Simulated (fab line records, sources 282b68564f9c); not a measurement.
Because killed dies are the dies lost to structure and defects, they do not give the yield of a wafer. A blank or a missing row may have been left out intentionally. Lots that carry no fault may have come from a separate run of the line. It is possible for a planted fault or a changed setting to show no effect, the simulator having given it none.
Lot-split experiment ; flow ritCmos ; route with 202 steps; 5 lots, 23 wafers read

THE SPLIT ITSELF
At RIT_ACTIVE_COAT_06 (resist thk 1000 nm), the setting spinRpm was moved away from the recipe's 3250 rpm on 7 of the 23 wafers read, by -3.7% to +6.9%. All remaining wafers had this setting at the recipe value.

FROM THE SPLIT TO THE READING: what the file shows between them, 3 steps
- RIT_ACTIVE_SOFTBAKE_07: time 60 s
- RIT_ACTIVE_EXPOSE_08: exposes mask M1, target cd 1400 nm
- RIT_ACTIVE_DEVELOP_10: develop time 52.45 s

THE READING
NOVOLAK_of_ACTIVE_COAT_06.thkNm (the simulator's own value, which no gauge read), in nm, at RIT_ACTIVE_HARDBAKE_12 (time 60 s). The file gives no usual value for it. The 16 wafers here that ran the recipe average 884.7 nm, standard deviation 2.7 nm.

wafer;tool, chamber at the split;spinRpm as run, rpm;against the recipe;NOVOLAK_of_ACTIVE_COAT_06.thkNm, nm;against lot-mates on the recipe
L074.2;lithoTrack-03, 0;3250;recipe;884;-
L074.3;lithoTrack-03, 0;3250;recipe;881.8;-
L074.6;lithoTrack-03, 0;3250;recipe;883.9;-
L075.1;lithoTrack-02, 0;3250;recipe;886.2;-
L075.2;lithoTrack-02, 0;3352;+3.1%;871.1;-14.6
L075.3;lithoTrack-02, 0;3352;+3.1%;873.4;-12.3
L075.5;lithoTrack-02, 0;3352;+3.1%;871.6;-14.1
L075.6;lithoTrack-02, 0;3250;recipe;885.2;-
L079.1;lithoTrack-02, 0;3250;recipe;889.1;-
L079.2;lithoTrack-02, 0;3131;-3.7%;905.6;+18.0
L079.3;lithoTrack-02, 0;3250;recipe;888.4;-
L079.5;lithoTrack-02, 0;3250;recipe;885.3;-
L079.6;lithoTrack-02, 0;3131;-3.7%;906.5;+18.9
L083.1;lithoTrack-03, 0;3250;recipe;886.4;-
L083.2;lithoTrack-03, 0;3250;recipe;885.9;-
L083.3;lithoTrack-03, 0;3250;recipe;883.7;-
L083.5;lithoTrack-03, 0;3250;recipe;886.5;-
L083.6;lithoTrack-03, 0;3250;recipe;887.1;-
L084.1;lithoTrack-02, 0;3250;recipe;882.6;-
L084.2;lithoTrack-02, 0;3250;recipe;879.4;-
L084.3;lithoTrack-02, 0;3250;recipe;879.9;-
L084.4;lithoTrack-02, 0;3475;+6.9%;852.1;-28.5
L084.6;lithoTrack-02, 0;3475;+6.9%;850.5;-30.1

FIT RESULTS
A straight line over all 23 wafers: NOVOLAK_of_ACTIVE_COAT_06.thkNm changes by -4.92 nm for each +1% of spinRpm; r = -0.98; the points scatter about the line by 2.7 nm.
The same after taking each lot's own level away (the mean of its wafers on the recipe; 23 wafers): -4.44 nm for each +1%; r = -0.99; scatter 1.4 nm.
That fit puts the effect of the largest move of spinRpm on the reading at 31 nm.
From 880.63 to 887.60 nm: that is the span of the lots' own levels, equal to 2.6 times the standard deviation above.
In other words, the slope is changed by the lot-to-lot level; the two fits disagree.
Check: -31.2 nm against its lot-mates is what the line predicts for one of the wafers moved furthest among these (+6.9%) when that wafer is left out of the fit. It came out at -28.5 nm against them.

THE OTHER SPLITS THESE WAFERS WENT THROUGH
Other splits were also applied to these wafers ahead of the reading. Each is held against what the fit with the lots' levels taken away leaves over:
other split on the same wafers;wafers away from the commonest value;r with NOVOLAK_of_ACTIVE_COAT_06.thkNm (lot level and that fit taken away)
RIT_ACTIVE_OXIDATION_01 oxTimeS;15;+0.04

THE WHOLE CHAIN: every reading that the file lists as answering this split, in the file's order
step;what it does;reading;change (the file's fit);r (the file's)
RIT_ACTIVE_COAT_06;resist thk 1000 nm;NOVOLAK_of_ACTIVE_COAT_06.thkNm (the simulator's own value, which no gauge read);-5.03 nm for each +1% of the setting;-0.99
RIT_ACTIVE_HARDBAKE_12;time 60 s;NOVOLAK_of_ACTIVE_COAT_06.thkNm (the simulator's own value, which no gauge read);-4.41 nm for each +1% of the setting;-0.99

THE FILE'S OWN FIT
NOVOLAK_of_ACTIVE_COAT_06.thkNm changes by -4.41 nm for each +1% of spinRpm, r = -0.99.
